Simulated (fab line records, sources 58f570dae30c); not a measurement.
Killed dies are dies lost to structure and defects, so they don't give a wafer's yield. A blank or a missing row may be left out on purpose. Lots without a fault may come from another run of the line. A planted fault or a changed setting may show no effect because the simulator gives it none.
Which tool did it? | flow berkeley_cmos170 | 13 lots, 39 wafers sampled, at 2 steps of a route of 331

WHAT THE GAUGES READ, wafer by wafer
UCB170_SDANNEAL_RS_MEAS_05: measures by four-point-probe. Usual: NLDD_RS 617.9 ohm/sq, standard deviation 1.6.
lot  | measured     | on            | NLDD_RS (ohm/sq)  | flag
L894 | day 6 14:12  | film_metro-01 | 622.1 620.1 617.5 |
L895 | day 7 03:10  | film_metro-01 | 618.6 618.9 618.6 |
L896 | day 7 03:28  | film_metro-02 | 620.3 619.7 618.2 |
L897 | day 7 10:26  | film_metro-01 | 618.4 617.3 616.5 |
L899 | day 7 09:52  | film_metro-04 | 619.6 616.2 617.0 |
L898 | day 7 10:04  | film_metro-02 | 617.6 616.9 617.1 |
L900 | day 7 23:29  | film_metro-01 | 618.1 618.4 620.3 |
L901 | day 8 06:28  | film_metro-01 | 617.4 617.6 617.8 |
L909 | day 9 20:50  | film_metro-01 | 595.3 596.0 596.3 | OFF
L911 | day 10 04:47 | film_metro-02 | 595.4 595.8 596.4 | OFF
L915 | day 11 04:32 | film_metro-02 | 614.9 616.4 616.8 |
L916 | day 11 04:00 | film_metro-01 | 617.7 617.9 618.2 |
L917 | day 11 14:53 | film_metro-02 | 618.0 618.5 618.1 |

WHICH TOOL RAN EACH LOT (tool, then ch and the chambers of the sampled wafers, then the start)
lot  | UCB170_NLDD_IMPLANT_09
L894 | implanter-03 ch 0, day 6 03:52
L895 | implanter-03 ch 0, day 6 14:05
L896 | implanter-04 ch 0, day 6 18:36
L897 | implanter-02 ch 0, day 7 01:02
L899 | implanter-03 ch 0, day 7 01:32
L898 | implanter-02 ch 0, day 7 01:59
L900 | implanter-04 ch 0, day 7 13:12
L901 | implanter-03 ch 0, day 7 16:26
L909 | implanter-04 ch 0, day 9 12:22
L911 | implanter-04 ch 0, day 9 16:16
L915 | implanter-03 ch 0, day 10 15:25
L916 | implanter-02 ch 0, day 10 15:40
L917 | implanter-02 ch 0, day 11 03:46
- UCB170_NLDD_IMPLANT_09

WHAT THE TOOLS THEMSELVES READ (means of the sampled wafers that have a number; where no wafer has one, the mark that the record gives instead)
UCB170_NLDD_IMPLANT_09. Usual: dose_ions_cm2 4.999e+13, standard deviation 4.9e+10; faraday_current_uA 159, standard deviation 3.1.
lot  | tool         | dose_ions_cm2 | faraday_current_uA | flag
L894 | implanter-03 | 5.003e+13     | 163                |
L895 | implanter-03 | 5.000e+13     | 159                |
L896 | implanter-04 | 5.000e+13     | 160                |
L897 | implanter-02 | 5.002e+13     | 159                |
L899 | implanter-03 | 5.002e+13     | 158                |
L898 | implanter-02 | 4.996e+13     | 156                |
L900 | implanter-04 | 5.002e+13     | 161                |
L901 | implanter-03 | 5.005e+13     | 156                |
L909 | implanter-04 | 5.537e+13     | 178                | OFF
L911 | implanter-04 | 5.543e+13     | 176                | OFF
L915 | implanter-03 | 4.995e+13     | 158                |
L916 | implanter-02 | 5.001e+13     | 157                |
L917 | implanter-02 | 4.994e+13     | 157                |

THE ANSWER, worked out from the rows above alone
Rule: a lot is off if the mean of its wafers that have a number lies more than 3 standard deviations from the usual mean. A lot without any number at a reading at which 4 lots or more have one is off too. The other lots that the step has rows for count as sound. The gauges are gone through in route order, then the tools' own readings, and for those a lot's mean is taken as printed above. The first step at which some lot is off is used, and at that step the reading that is off furthest; a lot without a number counts as furthest.
Off: L909, L911, at UCB170_SDANNEAL_RS_MEAS_05 (NLDD_RS).
A tool fits if, at a process step before that reading, it ran every lot that is off, and no sound lot after the first of them. The gauges at UCB170_SDANNEAL_RS_MEAS_05 aren't tried: what is off there is off at UCB170_NLDD_IMPLANT_09 too, on other tools, and a gauge's error can't cause that. One fits: implanter-04 at UCB170_NLDD_IMPLANT_09. Its last sound lot is L900 (day 7 13:12), its first lot that is off L909 (day 9 12:22): a fault that began between those two fits.
The tool's own readings at UCB170_NLDD_IMPLANT_09 bear it out: on the lots that are off they differ by more than 5 times the standard deviation of the sound lots' means. dose_ions_cm2 reads 5.540e+13 there against 5.000e+13 on the sound lots; faraday_current_uA reads 177 there against 159 on the sound lots.

WHAT THE SIMULATOR HAD PUT IN
Process parameter drift: implanter-04, from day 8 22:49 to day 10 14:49, at UCB170_NLDD_IMPLANT_09. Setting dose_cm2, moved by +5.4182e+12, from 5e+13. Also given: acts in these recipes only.
Lots struck among those shown: L909, L911. The rule above found the same.
